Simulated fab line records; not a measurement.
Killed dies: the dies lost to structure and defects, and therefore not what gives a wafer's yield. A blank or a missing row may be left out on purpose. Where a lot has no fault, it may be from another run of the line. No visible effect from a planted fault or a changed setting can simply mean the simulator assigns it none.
Shared-tool check ; flow rit-cmos ; Lots sampled 16, wafers sampled 48

== WHY THIS WAS OPENED ==
At RIT_PLDD_OVL_MEAS_06 the reading PLDD_OVL is flagged on 4 of 16 lots. Wafers without a fault read 0.1 nm, standard deviation 1.3.
Rule: a lot is flagged when every wafer of it that has a number lies more than 4 standard deviations from that mean, or none has a number. The other lots count as sound.

lot;measured;on;PLDD_OVL (nm), wafer by wafer;flag
L160;day 2 21:16;overlay-01;-0.8 -1.0 -0.7;
L161;day 3 03:11;overlay-01;0.7 0.7 -1.4;
L162;day 3 07:32;overlay-01;1.0 1.1 -0.9;
L166;day 4 03:17;overlay-02;-0.7 -0.5 -1.6;
L167;day 4 11:55;overlay-02;-151.1 -149.4 -153.0;FLAGGED
L168;day 4 14:46;overlay-02;-1.1 -1.4 -0.4;
L169;day 4 20:43;overlay-02;-147.9 -146.4 -148.2;FLAGGED
L170;day 4 23:32;overlay-02;-151.5 -150.6 -150.8;FLAGGED
L171;day 5 06:47;overlay-01;-150.7 -150.5 -150.5;FLAGGED
L172;day 5 11:25;overlay-02;0.8 1.2 0.6;
L173;day 5 15:42;overlay-01;1.6 2.3 0.1;
L174;day 5 22:24;overlay-02;0.4 -1.6 0.4;
L175;day 6 00:58;overlay-02;-1.4 -0.4 -1.2;
L180;day 7 04:46;overlay-02;-0.1 1.2 0.1;
L181;day 7 07:52;overlay-01;1.0 0.1 3.4;
L182;day 7 11:53;overlay-02;-0.1 -0.1 1.3;
The numbers of the flagged lots are -150.1 nm on average: -150.2 nm against the usual, or -99 or more standard deviations.

== LOT BY LOT: THE TOOL USED ==
The record holds 1 process step before the reading, out of a route of 202 steps. Cell contents, in order: the tool; ch with the chambers the sampled wafers went through; the start.
lot;flag;RIT_PLDD_EXPOSE_03
L160;;iline-stepper-01 ch 0, day 2 20:52
L161;;iline-stepper-01 ch 0, day 3 02:49
L162;;iline-stepper-02 ch 0, day 3 07:08
L166;;iline-stepper-01 ch 0, day 4 02:53
L167;FLAGGED;iline-stepper-02 ch 0, day 4 11:29
L168;;iline-stepper-01 ch 0, day 4 14:24
L169;FLAGGED;iline-stepper-02 ch 0, day 4 20:19
L170;FLAGGED;iline-stepper-02 ch 0, day 4 23:09
L171;FLAGGED;iline-stepper-02 ch 0, day 5 06:24
L172;;iline-stepper-01 ch 0, day 5 11:02
L173;;iline-stepper-01 ch 0, day 5 15:19
L174;;iline-stepper-01 ch 0, day 5 22:00
L175;;iline-stepper-01 ch 0, day 6 00:32
L180;;iline-stepper-01 ch 0, day 7 04:22
L181;;iline-stepper-01 ch 0, day 7 07:30
L182;;iline-stepper-01 ch 0, day 7 11:31
What is done by these steps:
- RIT_PLDD_EXPOSE_03: exposes mask M8, target cd 40900 nm.
- RIT_PLDD_OVL_MEAS_06

== FLAGGED AGAINST TOTAL, ONE TOOL AT A TIME (gauges that did the reading follow at the end) ==
step;tool;lots run;flagged;share of the flagged lots;sound lots run after its first flagged lot
RIT_PLDD_EXPOSE_03;iline-stepper-01;11;0;none;-
RIT_PLDD_EXPOSE_03;iline-stepper-02;5;4;all;0
RIT_PLDD_OVL_MEAS_06;overlay-01;6;1;some;2 (L173,L181)
RIT_PLDD_OVL_MEAS_06;overlay-02;10;3;some;6 (L168,L172,L174,L175,L180,L182)

== WHAT THE TABLE ALLOWS ==
All flagged lots share 1 row of the table, namely iline-stepper-02 at RIT_PLDD_EXPOSE_03.
- iline-stepper-02 at RIT_PLDD_EXPOSE_03: 4 of its 5 lots flagged. A fault beginning between L162 (day 3 07:08), its last sound lot, and L167 (day 4 11:29), its first flagged one, fits the data.
One tool is left: iline-stepper-02 at RIT_PLDD_EXPOSE_03.

== WHAT THE SIMULATOR PUT IN ==
Scanner matching overlay: iline-stepper-02, from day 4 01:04 on, at RIT_PLDD_EXPOSE_03. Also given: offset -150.
Lots struck among those shown: L167, L169, L170, L171. The rule given above showed the same thing.
